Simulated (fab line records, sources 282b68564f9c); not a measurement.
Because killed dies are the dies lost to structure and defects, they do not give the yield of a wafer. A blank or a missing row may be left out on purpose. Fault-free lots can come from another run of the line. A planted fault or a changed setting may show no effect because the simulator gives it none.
A lot that was struck, set against a sound lot || flow ritCmos || 15 out of 202 route steps
Sound: these wafers, L754.4, L754.5, L754.6. Wafers struck: L764.2, L764.3, L764.6. The cause comes at the end.
Order at every step that has rows: each side's tool, ch and its chambers, its first start. Under that, the readings that differ: sound wafers || struck wafers || difference of the means || sigmas: that difference in standard deviations of wafers without a fault.
alike: same words and numbers on both sides, and readings whose means sit less than 2 such deviations apart. not compared: any withheld reading, any reading some wafer has no value for, any bound like >300 that may hide the same value, and any number with overlapping values for which the record gives no deviation.
The two part at a step that has a row with sigmas, a row that says differs or no value, or rows on one side only. Non-overlapping numbers with no deviation appear without sigmas and do not part them. A reading missing from all wafers of one side parts the sides only when that side holds two or more wafers.

RIT_NSD_TW_MEAS_10:
  sound on filmMetro-04 at day 4 20:24; struck on filmMetro-02 at day 6 19:45
  alike: NSD_TW
then, 6 steps without rows for these wafers: RIT_PSD_HMDS_00 (prime time 60 s); RIT_PSD_COAT_01 (resist thk 1000 nm); RIT_PSD_SOFTBAKE_02 (time 60 s); RIT_PSD_EXPOSE_03 (exposes mask M10, target cd 40900 nm); RIT_PSD_PEB_04; RIT_PSD_DEVELOP_05 (develop time 50 s).
RIT_PSD_OVL_MEAS_06:
  sound on overlay-01 at day 4 21:18; struck on overlay-01 at day 6 20:40
  alike: PSD_OVL
then, 2 steps without rows for these wafers: RIT_PSD_HARDBAKE_07 (time 60 s); RIT_PSD_IMPLANT_08.
RIT_PSD_STRIP_09: strips in O2, time 180 s.
  sound on plasmaAsher-01 ch 0,1, day 4 21:41; struck on plasmaAsher-02 ch 0,1, day 6 20:59
  alike: drypumpMotorCurrentA
  not compared: rfHoursCounterH
RIT_PSD_TW_MEAS_10:
  sound on filmMetro-04 at day 4 21:49; struck on filmMetro-04 at day 6 21:11
{"reading": "PSD_TW", "sound": "3459 3457 3467", "struck": "3400 3406 3395", "difference": -61, "sigmas": -2}
RIT_SDANNEAL_CLEAN_00: cleans in SC1, time 600 s.
  sound on wetBench-04 ch 2, day 4 21:51; struck on wetBench-01 ch 2, day 6 21:14
  no value came back on the struck wafers for bathGuardTempC (C), bathHeatDutyPct (%), tempC (C), timeS (s); on the sound wafers bathGuardTempC (C) reads 75.0 75.2 75.1
then, 1 step without rows for these wafers: RIT_SDANNEAL_CLEAN_01 (cleans in dHF, time 30 s).
RIT_M1_PROBE_99:
  sound on prober-01 at day 5 05:50; struck on prober-02 at day 7 05:23
  alike: killedAtContacts, killedAtFrontEnd, killedDies, killedOpen, killedShort

## WHERE THEY PART
At RIT_PSD_TW_MEAS_10 first; at RIT_SDANNEAL_CLEAN_00 last (within this record only). Later steps at which nothing parts them and some readings are alike: RIT_M1_PROBE_99.

WHY: whatever the simulator had introduced
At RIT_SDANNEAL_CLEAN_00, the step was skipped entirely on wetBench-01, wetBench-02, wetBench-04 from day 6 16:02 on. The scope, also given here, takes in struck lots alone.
